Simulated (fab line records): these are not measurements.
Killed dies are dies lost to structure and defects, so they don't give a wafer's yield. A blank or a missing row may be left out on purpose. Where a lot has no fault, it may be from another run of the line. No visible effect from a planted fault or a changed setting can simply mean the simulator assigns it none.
fab line records    flow rit_cmos
record: lots: 15  wafers: 45  last_day: 7
route steps=202 shown ACTIVE@9 M1@202
lots that met no fault: from a run of the same line without faults
start_h: hours from the record's opening day to when the first of the lot's shown wafers began    wait_h: how many hours have passed since the lot's step before this one    " unchanged from the row above    L1.1+2: a single row standing in for several wafers    - value missing, or start not given    * or withheld: withheld    < > ~ a bound
route shown NAME@n: a module of which the file shows steps, and the number in the route of the first    usual: mean/standard deviation of fault-free wafers    same: alike in all rows    chamber/n: place in a boat    sites: each site's reading    _std_site: standard deviation of those values    _edge_site: outer sites' mean less inner sites'    radius_mm: for every site, how far away it sits from the centre of the wafer    mask NAME#n: copy n    behind: the tool/chamber that last shaped the wafer    hold: why the lot was held/for how many hours/how that ended    device: names the non-switching transistor (n, p or np)    end of line: the route-end tests of the same wafers    a step with no rows: only its recipe    killed: dies that structure and defects cost at the first sort, which is not the same as the wafer's yield    map: the dies of a wafer, with x for killed, . for not killed, _ for no die there
set.NAME: the setting that was run; set.NAME@STEP: the one run at that earlier step    model.NAME: the simulator's own value behind a step, which no gauge read
steps of the route over a sample of lots; a table a step, a row a wafer
services: a tool's chamber out of use, with start hour (start_h, from the record's first day; less than 0 if before it), hours out, and reason
== steps ==
step: RIT_ACTIVE_EXPOSE_08
recipe: mask_id: M1  na: 0.6  source_shape: conventional  sigma_outer: 0.6  target_cd_nm: 1400  dose_mj: 225
usual: exposure_dose_mJ_cm2: 225.03/0.26
same: sigma_outer: 0.6
lot.wafer  tool              chamber  start_h  wait_h  mask  exposure_dose_mJ_cm2
L483.1     iline_stepper-02  0        19.87    0.2     M1#0  225.15
L483.5     "                 0        "        "       M1#0  224.96
L483.6     "                 0        "        "       M1#0  224.75
L484.1     iline_stepper-02  0        24.04    0.1     M1#0  225.24
L484.5     "                 0        "        "       M1#0  225.00
L484.6     "                 0        "        "       M1#0  225.28
L485.1     iline_stepper-02  0        29.04    0.1     M1#0  225.13
L485.2     "                 0        "        "       M1#0  225.22
L485.3     "                 0        "        "       M1#0  224.87
L486.1     iline_stepper-02  0        34.04    0.1     M1#0  225.20
L486.2     "                 0        "        "       M1#0  225.06
L486.5     "                 0        "        "       M1#0  225.07
L487.2     iline_stepper-02  0        39.62    0.1     M1#0  225.15
L487.5     "                 0        "        "       M1#0  224.74
L487.6     "                 0        "        "       M1#0  225.12
L488.2     iline_stepper-01  0        44.18    0.2     M1#0  225.16
L488.3     "                 0        "        "       M1#0  224.93
L488.6     "                 0        "        "       M1#0  225.02
L489.3     iline_stepper-01  0        49.65    0.1     M1#0  224.71
L489.5     "                 0        "        "       M1#0  224.91
L489.6     "                 0        "        "       M1#0  224.95
L492.1     iline_stepper-01  0        64.04    0.1     M1#0  225.02
L492.4     "                 0        "        "       M1#0  224.71
L492.6     "                 0        "        "       M1#0  225.05
L494.1     iline_stepper-02  0        74.07    0.1     M1#0  224.71
L494.2     "                 0        "        "       M1#0  224.74
L494.5     "                 0        "        "       M1#0  224.96
L495.3     iline_stepper-02  0        79.08    0.1     M1#0  225.07
L495.5     "                 0        "        "       M1#0  224.85
L495.6     "                 0        "        "       M1#0  224.85
L496.1     iline_stepper-02  0        84.04    0.1     M1#0  225.08
L496.3     "                 0        "        "       M1#0  225.29
L496.4     "                 0        "        "       M1#0  225.19
L498.2     iline_stepper-02  0        94.06    0.1     M1#0  219.50
L498.4     "                 0        "        "       M1#0  219.58
L498.5     "                 0        "        "       M1#0  219.64
L499.3     iline_stepper-02  0        99.08    0.1     M1#0  215.21
L499.5     "                 0        "        "       M1#0  215.41
L499.6     "                 0        "        "       M1#0  214.89
L501.2     iline_stepper-02  0        109.18   0.2     M1#0  212.36
L501.5     "                 0        "        "       M1#0  212.06
L501.6     "                 0        "        "       M1#0  212.35
L505.1     iline_stepper-01  0        129.16   0.2     M1#0  225.15
L505.2     "                 0        "        "       M1#0  225.19
L505.3     "                 0        "        "       M1#0  225.39
step: RIT_ACTIVE_CD_MEAS_11
recipe: target_cd_nm: 1400
usual: cd_nm: 1400.3/2
lot.wafer  tool       chamber  start_h  wait_h  cd_nm
L483.1     cd_sem-02  -        20.27    -       1402.9
L483.5     "          -        "        "       1400.7
L483.6     "          -        "        "       1402.4
L484.1     cd_sem-02  -        24.44    -       1403.5
L484.5     "          -        "        "       1402.7
L484.6     "          -        "        "       1403.0
L485.1     cd_sem-02  -        29.44    -       1401.1
L485.2     "          -        "        "       1401.3
L485.3     "          -        "        "       1399.4
L486.1     cd_sem-01  -        34.44    -       1401.6
L486.2     "          -        "        "       1403.5
L486.5     "          -        "        "       1402.1
L487.2     cd_sem-01  -        40.02    -       1399.3
L487.5     "          -        "        "       1401.4
L487.6     "          -        "        "       1398.8
L488.2     cd_sem-01  -        44.58    -       1399.8
L488.3     "          -        "        "       1400.8
L488.6     "          -        "        "       1402.0
L489.3     cd_sem-02  -        50.05    -       1399.0
L489.5     "          -        "        "       1398.9
L489.6     "          -        "        "       1398.7
L492.1     cd_sem-02  -        64.44    -       1398.1
L492.4     "          -        "        "       1400.7
L492.6     "          -        "        "       1399.6
L494.1     cd_sem-01  -        74.47    -       1398.2
L494.2     "          -        "        "       1399.8
L494.5     "          -        "        "       1399.0
L495.3     cd_sem-01  -        79.48    -       1399.3
L495.5     "          -        "        "       1398.3
L495.6     "          -        "        "       1398.6
L496.1     cd_sem-01  -        84.44    -       1401.0
L496.3     "          -        "        "       1401.7
L496.4     "          -        "        "       1402.0
L498.2     cd_sem-01  -        94.46    -       1352.0
L498.4     "          -        "        "       1394.1
L498.5     "          -        "        "       1371.8
L499.3     cd_sem-02  -        99.48    -       1399.5
L499.5     "          -        "        "       1387.6
L499.6     "          -        "        "       1367.7
L501.2     cd_sem-02  -        109.58   -       1348.5
L501.5     "          -        "        "       1392.5
L501.6     "          -        "        "       1407.0
L505.1     cd_sem-01  -        129.72   -       1403.9
L505.2     "          -        "        "       1401.4
L505.3     "          -        "        "       1402.1
step: RIT_M1_PROBE_99
usual: killed_at_M0_to_M3: 0.0/0.14  killed_at_contacts: 0.0/0.22  killed_at_front_end: 6.5/3  killed_dies: 6.6/3  killed_open: 3.4/2.2  killed_short: 3.3/1.7
same: gross_dies: 264  killed_at_M4_up: 0  killed_at_back_side: 0  killed_at_other: 0
lot.wafer  tool       chamber  start_h  wait_h  killed_at_M0_to_M3  killed_at_contacts  killed_at_front_end  killed_dies  killed_open  killed_short
L501.2     prober-02  -        153.40   0.1     0                   0                   8                    8            7            1
L501.5     prober-02  -        153.55   0.2     0                   0                   9                    9            4            5
L501.6     prober-02  -        153.60   0.2     0                   0                   6                    6            4            2
killed by level:class
L501.2 SILICIDE:geometric_particle:open=4 FOX1:geometric_particle:open=1 FOX2:geometric_particle:open=1 GATE:geometric_particle:short=1 GATE:geometric_particle:open=1
L501.5 SPACER:geometric_particle:open=3 FOX1:geometric_particle:short=1 FOX2:geometric_particle:open=1 GATE:geometric_particle:short=1 REOX:geometric_particle:short=1 SPACER:geometric_particle:short=1 SILICIDE:geometric_particle:short=1
L501.6 FOX2:geometric_particle:open=2 FOX2:geometric_particle:short=1 GATE:geometric_particle:short=1 GATE:geometric_particle:open=1 REOX:geometric_particle:open=1
== services ==
tool              chamber  start_h  hours  kind
iline_stepper-01  -        3.55     2.1    pm
iline_stepper-02  -        5.10     2.8    repair
iline_stepper-01  -        5.63     -      consumable_replace:lamp
iline_stepper-01  -        16.82    1.7    pm
iline_stepper-02  -        48.99    1.7    pm
iline_stepper-01  -        105.04   1.3    repair
== key ==
first_sign: step: RIT_ACTIVE_EXPOSE_08  reading: exposure_dose_mJ_cm2  direction: down  sigmas: 36  usual: 225.03  struck: 215.67
effect: step: RIT_ACTIVE_CD_MEAS_11  reading: cd_nm  direction: down  sigmas: 9.9  usual: 1400.3  struck: 1380.1  wafers_moved: 7  through: control_loop
met_at RIT_ACTIVE_EXPOSE_08
struck_lots L498,L499,L501
tester_left_out L498,L499,L501
loop_trim: step: RIT_ACTIVE_EXPOSE_08  setting: dose  lots: L498,L499,L501
onset_between 84.04 94.06
fault: kind: process_parameter_drift  tool: iline_stepper-02  chamber: -  onset_h: 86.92  steps: RIT_ACTIVE_EXPOSE_08  channel: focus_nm  offset: 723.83  spread_by_wafer: 0.3  shape: step  end_h: 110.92
tester_left_out: of these lots the tester's yield and bins aren't shown, on N5 and GAA mostly nor the transistor test; their killed dies are dies lost to structure and defects alone, not to doping, threshold or leakage, so they don't give the yield
loop_trim: a control loop set the setting to another value than it would have without faults
